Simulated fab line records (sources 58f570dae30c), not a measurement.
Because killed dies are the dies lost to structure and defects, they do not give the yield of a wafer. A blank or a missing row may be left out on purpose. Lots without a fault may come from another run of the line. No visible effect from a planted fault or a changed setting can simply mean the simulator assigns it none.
2 desks looking at one fault | flow berkeleyCmos170 | each desk has only its own numbers; what lay behind them comes last

== FROM THE METROLOGY DESK ==
Lot by lot, what the gauges showed, no matter which tool ran the lot: averages of those sampled wafers that carry a number. Marked OUT: a lot whose mean sits more than 4 standard deviations from the usual mean, which makes it out of limits; the brackets give that distance.
Columns: A = cdNm at UCB170_M1_CD_MEAS_09, usual 699.9 nm; B = cdNm at UCB170_V1_CD_MEAS_12, usual 700.1 nm
lot  | first seen here | A     | B
L221 | day 6 15:51     | 701.6 | 701.9
L222 | day 6 18:37     | 700.1 | 697.0
L224 | day 7 13:32     | 701.3 | 700.4
L225 | day 7 14:43     | 698.6 | 701.5
L223 | day 7 14:59     | 701.8 | 699.8
L226 | day 7 20:24     | 697.7 | 698.9
L229 | day 7 21:58     | 701.5 | 699.5
L227 | day 7 22:18     | 698.4 | 700.3
L238 | day 10 00:14    | 698.5 | 701.1
L241 | day 11 00:32    | 700.5 | 698.4
L239 | day 11 01:13    | 700.3 | 700.1
L242 | day 11 02:29    | 700.3 | 698.0
L243 | day 11 18:11    | 699.1 | 699.7
L244 | day 11 18:34    | 700.5 | 699.4
This desk's verdict: no lot among the 14 shows anything out of limits.

== THE TOOL OWNER'S DESK: cmp-02 ==
The tool's own readings at UCB170_V2_CMP_02 (polishes SiO2): means of the sampled wafers that have a number, for each lot that ran on this tool. Marked OUT: a lot whose mean sits more than 4 standard deviations from the usual mean, which makes it out of limits; the brackets give that distance.
Columns: A = edgeZonePressureFrac at UCB170_V2_CMP_02, usual 1.000; B = headPressurePsi at UCB170_V2_CMP_02, usual 6.001 psi; C = motorCurrentA at UCB170_V2_CMP_02, usual 15.2 A
lot  | first seen here | A               | B     | C
L222 | day 7 04:47     | 1.003           | 6.002 | 15.3
L224 | day 8 02:18     | 1.005           | 6.005 | 15.8
L229 | day 8 06:57     | 1.097 (+19) OUT | 6.014 | 16.2
L227 | day 8 07:18     | 1.103 (+20) OUT | 6.007 | 16.2
L242 | day 11 13:02    | 1.002           | 5.997 | 15.3
L243 | day 12 07:08    | 1.001           | 6.011 | 16.4
This desk finds L227, L229 out of limits, L229 being first, at day 8 06:57 (edgeZonePressureFrac at UCB170_V2_CMP_02). Within limits: L222, L224, L242, L243.

== TAKEN TOGETHER ==
The tool owner's desk had the chance to raise an alarm at day 8 06:57 on L227, L229.
Metrology desk: nothing out of limits seen.
The metrology desk has L227, L229 on record, within its limits.
The lots listed all ran UCB170_V2_CMP_02 on cmp-02.

== WHAT THE SIMULATOR HAD INSERTED ==
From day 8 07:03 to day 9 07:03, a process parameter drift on cmp-02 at UCB170_V2_CMP_02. Setting edgeZonePressureFrac, moved by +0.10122.
Struck lots among those shown: L227, L229.
